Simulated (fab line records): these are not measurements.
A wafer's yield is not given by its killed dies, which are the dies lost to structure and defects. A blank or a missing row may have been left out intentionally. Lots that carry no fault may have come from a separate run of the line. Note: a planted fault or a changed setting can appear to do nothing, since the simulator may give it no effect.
Split-lot study ; flow berkeleyCmos170 ; 23 wafers read from 5 lots, route of 331 steps

== THE SPLIT ITSELF ==
At UCB170_V2_ETCH_14 (etches SiO2 in CHF3/CF4/Ar, stops on Al, target depth 1250 nm, time 291 s), the setting timeS was moved away from the recipe's 291 s on 6 of the 23 wafers read, by +7.1% to +12.3%. The other wafers ran this setting at the recipe's value.

The reading is taken at the split's own step.

== THE READING ==
KrF_of_V2_COAT_07.thkNm (the simulator's own value, which no gauge read), in nm, at UCB170_V2_ETCH_14 (etches SiO2 in CHF3/CF4/Ar, stops on Al, target depth 1250 nm, time 291 s). The file gives no usual value for it. Average 607.2 nm, standard deviation 4.2 nm, over the 17 wafers here run with the recipe.

wafer;tool, chamber at the split;timeS as run, s;against the recipe;KrF_of_V2_COAT_07.thkNm, nm;against lot-mates on the recipe
L074.1;rieDiel-01, 1;311.7;+7.1%;589.8;-23.8
L074.2;rieDiel-01, 0,2;291;recipe;613.6;-
L074.4;rieDiel-01, 0,2;291;recipe;613.6;-
L074.3;rieDiel-01, 3;311.7;+7.1%;598.3;-15.3
L074.6;rieDiel-01, 1;311.7;+7.1%;593.6;-20.0
L079.1;rieDiel-04, 0;291;recipe;603.2;-
L079.2;rieDiel-04, 1;291;recipe;604.2;-
L079.3;rieDiel-04, 3;291;recipe;611;-
L079.4;rieDiel-04, 2;291;recipe;604;-
L079.5;rieDiel-04, 2;291;recipe;600.2;-
L080.1;rieDiel-04, 0;291;recipe;608.7;-
L080.2;rieDiel-04, 3;291;recipe;610.4;-
L080.3;rieDiel-04, 2;291;recipe;604.6;-
L080.4;rieDiel-04, 1;291;recipe;609.3;-
L080.6;rieDiel-04, 3;291;recipe;611.8;-
L083.3;rieDiel-01, 2;291;recipe;601;-
L083.4;rieDiel-01, 3;291;recipe;606.5;-
L083.5;rieDiel-01, 3;291;recipe;611.2;-
L084.2;rieDiel-04, 3;326.8;+12.3%;579.2;-25.1
L084.3;rieDiel-04, 0;291;recipe;604.3;-
L084.4;rieDiel-04, 2;291;recipe;604.4;-
L084.5;rieDiel-04, 0;326.8;+12.3%;569.4;-34.9
L084.6;rieDiel-04, 1;326.8;+12.3%;573.7;-30.6
Where a row lists several chambers, the file gives one row for several wafers and doesn't say which wafer went through which chamber.

FIT RESULTS
A straight line over all 23 wafers: KrF_of_V2_COAT_07.thkNm changes by -2.51 nm for each +1% of timeS; r = -0.93; the points scatter about the line by 4.7 nm.
The same after taking each lot's own level away (the mean of its wafers on the recipe; 23 wafers): -2.53 nm for each +1%; r = -0.96; scatter 3.4 nm.
The reading moves by 31 nm for the largest change in timeS, on that fit.
The span of the lots' own levels, 604.35 to 613.60 nm, comes to 2.2 times the standard deviation stated above.
Hence the lot-to-lot level has little effect on the slope; both slopes agree.
Check: with one of the wafers moved furthest among these (+12.3%) left out of the fit, the line predicts -33.2 nm for it against its lot-mates. Against them it came out at -25.1 nm.

== THE OTHER SPLITS THESE WAFERS WENT THROUGH ==
Before the reading, these wafers also passed through other splits. Each is held against what the fit with the lots' levels taken away leaves over:
other split on the same wafers;wafers away from the commonest value;r with KrF_of_V2_COAT_07.thkNm (lot level and that fit taken away)
UCB170_BACKSIDE_STRIP_03 powerW;4;-0.45
UCB170_CONTACT_COAT_04 spinRpm;10;-0.15
UCB170_M1_METAL_ETCH_12 timeS;10;+0.16
UCB170_M2_PEB_13 pebTempC;7;+0.13

== THE WHOLE CHAIN: every reading that the file lists as answering this split, in the file's order ==
step;what it does;reading;change (the file's fit);r (the file's)
UCB170_V2_ETCH_14;etches SiO2 in CHF3/CF4/Ar, stops on Al, target depth 1250 nm, time 291 s;KrF_of_V2_COAT_07.thkNm (the simulator's own value, which no gauge read);-2.54 nm for each +1% of the setting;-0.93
UCB170_V2_STRIP_15;strips in O2;stripTimeToEndpointS;withheld for each +1% of the setting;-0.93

== THE FILE'S OWN FIT ==
KrF_of_V2_COAT_07.thkNm changes by -2.54 nm for each +1% of timeS, r = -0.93.
